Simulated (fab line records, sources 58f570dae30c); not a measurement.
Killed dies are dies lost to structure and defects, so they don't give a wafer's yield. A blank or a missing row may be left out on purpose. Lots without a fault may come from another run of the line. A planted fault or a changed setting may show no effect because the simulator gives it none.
Which tool did it? | flow berkeley_cmos170 | 7 lots, 21 wafers sampled, at 2 steps of a route of 331

WHAT THE GAUGES READ, wafer by wafer
UCB170_PLDD_CD_MEAS_06: target cd 1200 nm.
lot  | measured     | on        | cd_nm (nm)
L112 | day 7 22:30  | cd_sem-01 | 1202.0 1201.9 1199.5
L115 | day 8 03:44  | cd_sem-02 | 1199.1 1200.7 1199.9
L117 | day 8 14:46  | cd_sem-01 | 1205.0 1205.2 1206.0
L124 | day 10 05:02 | cd_sem-02 | 1200.3 1200.4 1200.5
L128 | day 11 03:52 | cd_sem-01 | 1200.9 1202.6 1201.9
L132 | day 12 01:16 | cd_sem-02 | 1201.5 1201.3 1201.4
L134 | day 12 14:44 | cd_sem-02 | 1198.9 1199.3 1198.1

WHICH TOOL RAN EACH LOT (tool, then ch and the chambers of the sampled wafers, then the start)
lot  | UCB170_PLDD_PEB_04
L112 | litho_track-01 ch 0, day 7 22:14
L115 | litho_track-04 ch 0, day 8 03:28
L117 | litho_track-01 ch 0, day 8 14:31
L124 | litho_track-04 ch 0, day 10 04:46
L128 | litho_track-04 ch 0, day 11 03:35
L132 | litho_track-02 ch 0, day 12 00:59
L134 | litho_track-04 ch 0, day 12 14:00
- UCB170_PLDD_PEB_04

THE ANSWER, worked out from the rows above alone
Rule: what is usual is taken from the lots themselves. Put in order of their means at a reading, lots are off if they are a third of the lots or fewer, leave a main group of 4 or more, and stand apart from it by a gap of 3 or more times the standard deviation of the main group's means; of several such gaps the widest counts. A main group whose means are all the same, to the digits that the tables above print for the reading, isn't used. A lot without any number at a reading at which 4 lots or more have one is off too. The other lots that the step has rows for count as sound.
Off: L117, at UCB170_PLDD_CD_MEAS_06 (cd_nm). The main group: mean 1200.6 nm, standard deviation 1.
A tool fits if, at a process step before that reading, it ran every lot that is off, and no sound lot after the first of them. The gauges at UCB170_PLDD_CD_MEAS_06 are tried like those tools. One fits: litho_track-01 at UCB170_PLDD_PEB_04. Its last sound lot is L112 (day 7 22:14), its first lot that is off L117 (day 8 14:31): a fault that began between those two fits.

WHAT THE SIMULATOR HAD PUT IN
Process parameter drift: litho_track-01, from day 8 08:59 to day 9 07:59, at UCB170_PLDD_PEB_04. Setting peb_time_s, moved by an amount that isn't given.
Lots struck among those shown: L117. The rule above found the same.
